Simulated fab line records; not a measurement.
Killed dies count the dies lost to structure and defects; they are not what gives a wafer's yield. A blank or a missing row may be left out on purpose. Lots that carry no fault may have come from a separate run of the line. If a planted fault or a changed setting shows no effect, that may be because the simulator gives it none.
One fault through the eyes of 2 desks | flow berkeley cmos170 | each desk has only its own numbers; what lay behind them comes last

== DESK OF THE TOOL OWNER: implanter-02 ==
For each lot that ran on this tool, the mean over its sampled wafers that have a number, from the tool's own readings at UCB170_PWELL_IMPLANT_15. A lot is out of limits, marked OUT, if its mean lies more than 4 standard deviations from the usual mean; the brackets give that distance.
Columns: A = dose ions cm2 at UCB170_PWELL_IMPLANT_15, usual 5.001e+12; B = faraday current uA at UCB170_PWELL_IMPLANT_15, usual 15.9
lot  | first seen here | A                           | B
L305 | day 3 04:23     | 5.003e+12                   | 16.4
L308 | day 3 18:38     | 4.995e+12                   | 15.9
L311 | day 4 05:08     | 5.009e+12                   | 15.8
L312 | day 4 10:41     | 4.994e+12                   | 15.8
L313 | day 4 16:41     | 5.010e+12                   | 16.0
L314 | day 5 03:13     | 5.001e+12                   | 15.8
L321 | day 6 12:03     | 7.574e+12 (+99 or more) OUT | 24.1 (+26) OUT
L324 | day 6 22:15     | 7.575e+12 (+99 or more) OUT | 23.5 (+24) OUT
This desk's finding: out of limits on L321, L324; first on L321, day 6 12:03 (dose ions cm2 at UCB170_PWELL_IMPLANT_15). Within limits: L305, L308, L311, L312, L313, L314.

== THE METROLOGY DESK ==
What the gauges read, lot by lot, whatever tool the lot ran on: means of the sampled wafers that have a number. A lot is out of limits, marked OUT, if its mean lies more than 4 standard deviations from the usual mean; the brackets give that distance.
Columns: A = PWELL_TW at UCB170_PWELL_TW_MEAS_17, usual 381.1; B = SCREENOX_OXIDE_THK at UCB170_SCREENOX_THK_MEAS_02, usual 14.3 nm; C = cd nm at UCB170_GATE_CD_MEAS_90, usual 349.9 nm
lot  | first seen here | A               | B    | C
L305 | day 3 04:37     | 383.7           | 14.5 | 348.7
L306 | day 3 05:10     | 383.2           | 13.8 | 348.4
L307 | day 3 11:26     | 383.0           | 13.9 | 347.4
L309 | day 3 18:47     | 377.6           | 14.0 | 349.3
L308 | day 3 18:52     | 382.1           | 13.9 | 349.3
L310 | day 3 19:09     | 376.4           | 13.9 | 347.7
L311 | day 4 05:21     | 383.6           | 14.6 | 347.2
L312 | day 4 10:54     | 383.6           | 14.9 | 350.7
L313 | day 4 16:55     | 379.4           | 14.8 | 352.4
L314 | day 5 03:27     | 382.7           | 14.4 | 351.2
L315 | day 5 07:44     | 376.4           | 14.3 | 348.8
L316 | day 5 08:02     | 381.5           | 14.0 | 352.0
L321 | day 6 12:17     | 435.7 (+19) OUT | 14.8 | 351.5
L324 | day 6 22:30     | 436.1 (+19) OUT | 14.4 | 351.0
This desk finds L321, L324 out of limits, with the earliest case on L321 at day 6 12:17 (PWELL_TW at UCB170_PWELL_TW_MEAS_17). Within limits: L305, L306, L307, L309, L308, L310, L311, L312, L313, L314, L315, L316.

== TAKEN TOGETHER ==
The tool owner's desk could have raised an alarm at day 6 12:03, on L321, L324.
At day 6 12:17 the metrology desk could have sounded an alarm, on L321, L324.
Of the lots named, all ran UCB170_PWELL_IMPLANT_15 on implanter-02.

== WHAT HAD BEEN PUT IN BY THE SIMULATOR ==
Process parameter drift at UCB170_PWELL_IMPLANT_15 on implanter-02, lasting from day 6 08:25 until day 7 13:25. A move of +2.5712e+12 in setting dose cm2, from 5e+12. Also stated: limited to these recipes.
Lots struck among those shown: L321, L324.
Delay (hours) between the fault's onset and each desk's first out-of-limits reading: 4 at the tool owner's desk, 4 at the metrology desk.
